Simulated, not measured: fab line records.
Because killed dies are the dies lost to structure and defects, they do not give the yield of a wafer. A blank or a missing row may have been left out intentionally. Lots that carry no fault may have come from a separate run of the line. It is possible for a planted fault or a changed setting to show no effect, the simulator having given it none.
8D (eight disciplines) problem report, filled in by code :: flow rit-cmos :: the parts of the form that need people (team, actions taken, sign-off) are left out

1. THE PROBLEM
Wafers without a fault read 25.001, standard deviation 0.0078; beam-energy-keV at RIT_NSD_IMPLANT_08 reads a mean of 26.295 on 6 wafers belonging to 2 lots. That is +99 or more standard deviations from the usual mean.
First seen on wafer L851.1, day 4 03:55, on implanter-01. At this step, 42 wafers from 14 lots have a number in the record. Rule for "out", or "out of limits": more than 4 standard deviations from the usual mean. Any other wafer with a number is counted as sound.

2. WHAT IT IS, WHAT IT ISN'T
question: which readings at this step
is: beam-energy-keV
is not: -

question: which lots
is: L851, L857
is not: L847, L848, L849, L850, L861, L862, L863, L865, L867, L868, L869, L870

question: which wafers of those lots
is: all that have a number
is not: -

question: read on which tools
is: implanter-01
is not: implanter-02, implanter-04

question: when
is: from day 4 03:55
is not: up to then (12 sound wafers); but 24 sound wafers of L861, L862, L863, L865, L867, L868, L869, L870 came after

3. WHAT RULES OUT EACH SUSPECT
Counting: a tool stays on the suspect list if, at a process step up to the reading, it processed all lots that are out and no sound lot following the first of them.
- implanter-01 at RIT_NSD_IMPLANT_08: ruled out as a lasting fault. Sound lots L868 ran on it after its first lot that is out, L851 (day 4 03:55).
Left after counting: nothing in the record.

4. THE CAUSE (what the simulator had put in)
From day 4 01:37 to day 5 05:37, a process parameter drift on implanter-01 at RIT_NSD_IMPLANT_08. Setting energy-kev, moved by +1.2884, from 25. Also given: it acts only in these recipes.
Counting ruled it out, wrongly.

5. SEQUENCE OF EFFECTS, ordered by route
Each row: a reading where the mean over the struck wafers with a number is more than 3 standard deviations away from the usual. Scope: only readings with a usual standard deviation given in the record; hours: median across lots of the time from each lot's start at the first step in this table that gives one to its start at this step; sigmas: change in usual standard deviations.
hours: 0
step: RIT_NSD_IMPLANT_08
reading: beam-energy-keV
usual: 25.001
on struck wafers: 26.295
change: +1.294
sigmas: +99 or more
Process steps it contains:
- RIT_NSD_IMPLANT_08

6. WHAT WOULD HAVE CAUGHT IT SOONER
2 hours passed between the start of the fault at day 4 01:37 and the first reading out of limits in this record, taken at day 4 03:55.
